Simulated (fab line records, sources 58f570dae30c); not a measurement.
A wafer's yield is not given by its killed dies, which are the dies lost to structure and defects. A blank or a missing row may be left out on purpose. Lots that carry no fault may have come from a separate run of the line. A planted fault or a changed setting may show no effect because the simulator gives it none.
Which of the tools did it? | flow berkeleyCmos170 | 15 lots, 44 wafers sampled, at 5 steps of a route of 331

== WHAT EACH GAUGE READ, for each wafer ==
UCB170_PWELL_OVL_MEAS_13.
lot  | measured    | on         | PWELL_OVL (nm)
L282 | day 3 08:31 | overlay-02 | 9 8 5
L281 | day 3 08:47 | overlay-01 | -1 0 0
L284 | day 3 11:52 | overlay-01 | 20 3 5
L283 | day 3 12:07 | overlay-01 | -5 4 4
L285 | day 3 19:04 | overlay-02 | -1 3 0
L287 | day 4 06:01 | overlay-01 | 10 5
L286 | day 4 06:04 | overlay-02 | 2 6 11
L289 | day 4 17:59 | overlay-01 | 7 6 4
L291 | day 5 07:20 | overlay-02 | 3 10 4
L292 | day 5 18:02 | overlay-02 | 0 2 6
L296 | day 6 09:31 | overlay-01 | -8 -4 -3
L297 | day 6 10:02 | overlay-02 | 16 2 8
L302 | day 7 08:23 | overlay-01 | -14 -8 -8
L303 | day 7 13:50 | overlay-01 | 8 6 6
L304 | day 7 20:05 | overlay-01 | -1 -5 -2

UCB170_PFIELD_TW_MEAS_09.
lot  | measured    | on           | PFIELD_TW
L282 | day 4 22:34 | filmMetro-03 | 601.7 604.1 601.2
L281 | day 4 22:17 | filmMetro-03 | 606.4 601.5 607.8
L284 | day 4 22:57 | filmMetro-01 | 603.8 604.5 604.7
L283 | day 4 23:14 | filmMetro-03 | 602.4 604.8 605.5
L285 | day 5 05:41 | filmMetro-01 | 602.1 598.0 601.3
L287 | day 5 15:44 | filmMetro-01 | 586.3 589.0 589.0 590.2
L286 | day 5 12:57 | filmMetro-03 | 605.9 605.4 605.0
L289 | day 6 00:41 | filmMetro-03 | 591.1 590.7 591.1 591.3 588.7 591.8
L291 | day 6 16:59 | filmMetro-03 | 588.6 592.0 589.6 590.8 592.2 587.9
L292 | day 6 23:56 | filmMetro-02 | 606.9 606.8 605.1
L296 | day 7 13:47 | filmMetro-02 | 602.1 601.5 602.4
L297 | day 7 13:32 | filmMetro-03 | 599.3 601.5 602.1
L302 | day 8 10:49 | filmMetro-02 | 606.6 606.3 603.4
L303 | day 8 20:26 | filmMetro-03 | 603.3 602.8 604.5
L304 | day 9 06:37 | filmMetro-02 | 605.1 602.2 605.5

UCB170_PSD_TW_MEAS_10.
lot  | measured     | on           | PSD_TW
L282 | day 6 20:11  | filmMetro-01 | 2330 2329 2318
L281 | day 6 20:20  | filmMetro-04 | 2308 2315 2318
L284 | day 6 19:50  | filmMetro-02 | 2350 2352 2344
L283 | day 6 22:33  | filmMetro-04 | 2310 2305 2324
L285 | day 7 11:07  | filmMetro-02 | 2338 2332 2325
L287 | day 7 21:05  | filmMetro-01 | 2335 2328
L286 | day 7 21:18  | filmMetro-02 | 2321 2335 2337
L289 | day 8 03:06  | filmMetro-04 | 2299 2308 2300
L291 | day 8 15:36  | filmMetro-02 | 2353 2352 2351
L292 | day 9 07:31  | filmMetro-02 | 2349 2348 2341
L296 | day 9 18:49  | filmMetro-04 | 2313 2315 2310
L297 | day 9 18:54  | filmMetro-01 | 2343 2330 2348
L302 | day 10 21:27 | filmMetro-01 | 2329 2323 2326
L303 | day 11 06:32 | filmMetro-02 | 2346 2343 2340
L304 | day 11 10:52 | filmMetro-01 | 2329 2335 2320

== EACH LOT AND THE TOOL THAT RAN IT (in order: tool; ch and the chambers of the sampled wafers; start) ==
lot  | UCB170_PFIELD_IMPLANT_07       | UCB170_SPACER_CVD_00
L282 | implanter-01 ch 0, day 4 22:19 | pecvd-02 ch 0,1, day 6 14:33
L281 | implanter-03 ch 0, day 4 22:02 | pecvd-04 ch 0,1, day 6 15:55
L284 | implanter-03 ch 0, day 4 22:43 | pecvd-02 ch 0,1,2, day 6 14:30
L283 | implanter-01 ch 0, day 4 23:02 | pecvd-03 ch 0,1,2, day 6 18:01
L285 | implanter-01 ch 0, day 5 05:27 | pecvd-02 ch 0,1,2, day 7 05:34
L287 | implanter-01 ch 0, day 5 15:31 | pecvd-04 ch 0,2, day 7 16:05
L286 | implanter-01 ch 0, day 5 12:41 | pecvd-03 ch 0,1,2, day 7 16:04
L289 | implanter-01 ch 0, day 6 00:28 | pecvd-02 ch 0,1,2, day 7 20:26
L291 | implanter-01 ch 0, day 6 16:46 | pecvd-02 ch 1,2, day 8 08:40
L292 | implanter-03 ch 0, day 6 23:41 | pecvd-03 ch 0,2, day 9 00:13
L296 | implanter-02 ch 0, day 7 13:32 | pecvd-04 ch 0,2, day 9 09:50
L297 | implanter-03 ch 0, day 7 13:19 | pecvd-03 ch 1,2, day 9 11:14
L302 | implanter-02 ch 0, day 8 10:37 | pecvd-02 ch 0,1,2, day 10 14:25
L303 | implanter-03 ch 0, day 8 20:13 | pecvd-02 ch 0,1,2, day 10 23:35
L304 | implanter-02 ch 0, day 9 06:22 | pecvd-03 ch 1,2, day 11 04:55
- UCB170_PFIELD_IMPLANT_07
- UCB170_SPACER_CVD_00: deposits SiO2 from TEOS/O2, target thk 376 nm, time 47 s.

== AS READ BY THE TOOLS THEMSELVES (means over the sampled wafers that have a number; for cases with no such wafer, the mark the record gives instead) ==
UCB170_PFIELD_IMPLANT_07.
lot  | tool         | doseIonsCm2 | faradayCurrentUA
L282 | implanter-01 | 2.0003e+13  | 64.9
L281 | implanter-03 | 1.9983e+13  | 63.5
L284 | implanter-03 | 2.0016e+13  | 63.1
L283 | implanter-01 | 1.9998e+13  | 63.7
L285 | implanter-01 | 1.9979e+13  | 63.6
L287 | implanter-01 | 1.8789e+13  | 58.4
L286 | implanter-01 | 1.9982e+13  | 63.7
L289 | implanter-01 | 1.8814e+13  | 59.9
L291 | implanter-01 | 1.8773e+13  | 58.5
L292 | implanter-03 | 1.9992e+13  | 64.6
L296 | implanter-02 | 1.9994e+13  | 65.0
L297 | implanter-03 | 2.0012e+13  | 64.6
L302 | implanter-02 | 1.9994e+13  | 64.1
L303 | implanter-03 | 2.0007e+13  | 64.9
L304 | implanter-02 | 2.0015e+13  | 62.6

UCB170_SPACER_CVD_00.
lot  | tool     | heaterPowerW (W)
L282 | pecvd-02 | 220
L281 | pecvd-04 | 218
L284 | pecvd-02 | 251
L283 | pecvd-03 | 229
L285 | pecvd-02 | 220
L287 | pecvd-04 | 234
L286 | pecvd-03 | 251
L289 | pecvd-02 | 257
L291 | pecvd-02 | 239
L292 | pecvd-03 | 257
L296 | pecvd-04 | 236
L297 | pecvd-03 | 168
L302 | pecvd-02 | 244
L303 | pecvd-02 | 249
L304 | pecvd-03 | 206

== THE ANSWER, worked out from the rows above alone ==
Rule: usual is defined by the lots themselves. The widest of any qualifying gaps counts: lots, ordered by their means at a reading, are off when they make up no more than a third of the lots, leave a main group of 4 or more, and stand apart from it by 3 or more times the standard deviation of that group's means. The tables above print the reading to a certain number of digits; a main group whose means all agree to those digits is not used. A lot without any number at a reading at which 4 lots or more have one is off too. Where the step has rows for the other lots, those lots are counted as sound. Order of review: gauges by route order, followed by the tools' own readings, for which a lot's mean as printed above is used. At the first step where some lot is off, the reading lying furthest off is the one used; lots without a number count as furthest.
Off: L287, L289, L291, at UCB170_PFIELD_TW_MEAS_09 (PFIELD_TW). Mean 603.7 and standard deviation 1.8 in the main group.
A tool fits if, at a process step before that reading, it ran every lot that is off, and no sound lot after the first of them. The gauges at UCB170_PFIELD_TW_MEAS_09 aren't tried: what is off there is off at UCB170_PFIELD_IMPLANT_07 too, on other tools, and a gauge's error can't cause that. One fits: UCB170_PFIELD_IMPLANT_07 on implanter-01. Its last sound lot is L286 (day 5 12:41), its first lot that is off L287 (day 5 15:31): a fault that began between those two fits.
The tool's own readings at UCB170_PFIELD_IMPLANT_07 bear it out: on the lots that are off they differ by more than 5 times the standard deviation of the sound lots' means. doseIonsCm2 reads 1.8792e+13 there against 1.9998e+13 on the sound lots; faradayCurrentUA reads 58.9 there against 64.0 on the sound lots.

== WHAT THE SIMULATOR HAD INSERTED ==
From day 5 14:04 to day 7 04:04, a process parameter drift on implanter-01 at UCB170_PFIELD_IMPLANT_07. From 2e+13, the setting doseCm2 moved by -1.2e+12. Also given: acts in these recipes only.
Shown lots that were struck: L287, L289, L291. The rule above found the same.
